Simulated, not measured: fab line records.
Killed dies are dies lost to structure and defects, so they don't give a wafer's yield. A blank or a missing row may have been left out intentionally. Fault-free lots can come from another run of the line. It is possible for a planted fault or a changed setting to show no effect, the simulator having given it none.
Comparing a struck lot with a sound one || flow berkeley cmos170 || 14 out of 331 route steps
Sound: wafers L598.2, L598.5, L598.6. Wafers L608.1, L608.4, L608.6 were the ones struck. The cause comes at the end.
Each step with rows lists, per side, the tool, then ch with its chambers, then its first start. Under that, the readings that differ: sound wafers || struck wafers || difference of the means || sigmas: that difference in standard deviations of wafers without a fault.
alike: a reading whose means differ by less than 2 such deviations, as well as words and numbers matching on both sides. not compared: withheld readings; readings where some wafer has no value; bounds like >300 that might hide an equal value; numbers whose values overlap and for which the record gives no deviation.
A row with sigmas, a row that says differs or no value, or rows on one side alone: a step with any of these is where the two part. When numbers do not overlap yet have no deviation, they are printed without sigmas and do not part them. A reading missing from all wafers of one side parts the sides only when that side holds two or more wafers.

first, 1 step without rows for these wafers: UCB170_M1_ANNEAL_14 (time 1200 s).
UCB170_V1_CVD_00: deposits SiO2 from TEOS/O2, target thk 2000 nm, time 250 s.
  sound on pecvd-03 ch 1,2, day 9 18:00; struck on pecvd-03 ch 1,2, day 11 22:33
  alike: heater power w, pressure mtorr
UCB170_V1_THK_MEAS_01:
  sound on film metro-04, day 9 18:10; struck on film metro-01, day 11 22:43
  alike: V1_TEOS_THK
UCB170_V1_CMP_02: polishes SiO2.
  sound on cmp-01 ch 0,1,3, day 9 18:19; struck on cmp-01 ch 0,1, day 11 22:46
  alike: motor current A, slurry flow ml min
UCB170_V1_BOW_MEAS_03:
  sound on film metro-04, day 9 18:32; struck on film metro-01, day 11 23:04
  alike: V1_BOW
UCB170_V1_THK_MEAS_04:
  sound on film metro-04, day 9 18:38; struck on film metro-01, day 11 23:11
  alike: V1_POLISHED_THK
then, 5 steps without rows for these wafers: UCB170_V1_CLEAN_05 (cleans in DIW); UCB170_V1_HMDS_06 (prime time 60 s); UCB170_V1_COAT_07 (resist thk 900 nm); UCB170_V1_SOFTBAKE_08 (time 60 s); UCB170_V1_EXPOSE_09 (exposes mask VIA1, target cd 700 nm).
UCB170_V1_PEB_10:
  sound on litho track-02 ch 0, day 9 22:01; struck on litho track-02 ch 0, day 12 02:10
  alike: chill plate temp C, plate sensor t centre C, plate sensor t edge C
UCB170_V1_DEVELOP_11: develop time 45 s.
  struck on litho track-02, day 12 02:00; sound on litho track-02 ch 0, day 9 22:00
  no value came back on the struck wafers for chill plate temp C (C), develop time s (s); on the sound wafers chill plate temp C (C) reads 23.00 22.99 22.98
{"reading": "model.KrF_of_V1_COAT_07.thk nm (nm)", "sound": "891.6 891.8 892", "struck": "897.9 898.3 898.2", "difference": "+6.3", "sigmas": ""}
UCB170_V1_CD_MEAS_12: target cd 700 nm.
  sound on cd sem-01, day 9 22:17; struck on cd sem-01, day 12 02:27
{"reading": "cd nm (nm)", "sound": "699.8 699.7 699.2", "struck": "- - -", "difference": "no value on the struck wafers", "sigmas": ""}

## WHERE THEY PART
At UCB170_V1_DEVELOP_11 first; at UCB170_V1_CD_MEAS_12 last (within this record only).

WHY: whatever the simulator had introduced
Entire step skipped (litho track-02, UCB170_V1_DEVELOP_11), from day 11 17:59 onward. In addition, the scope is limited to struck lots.
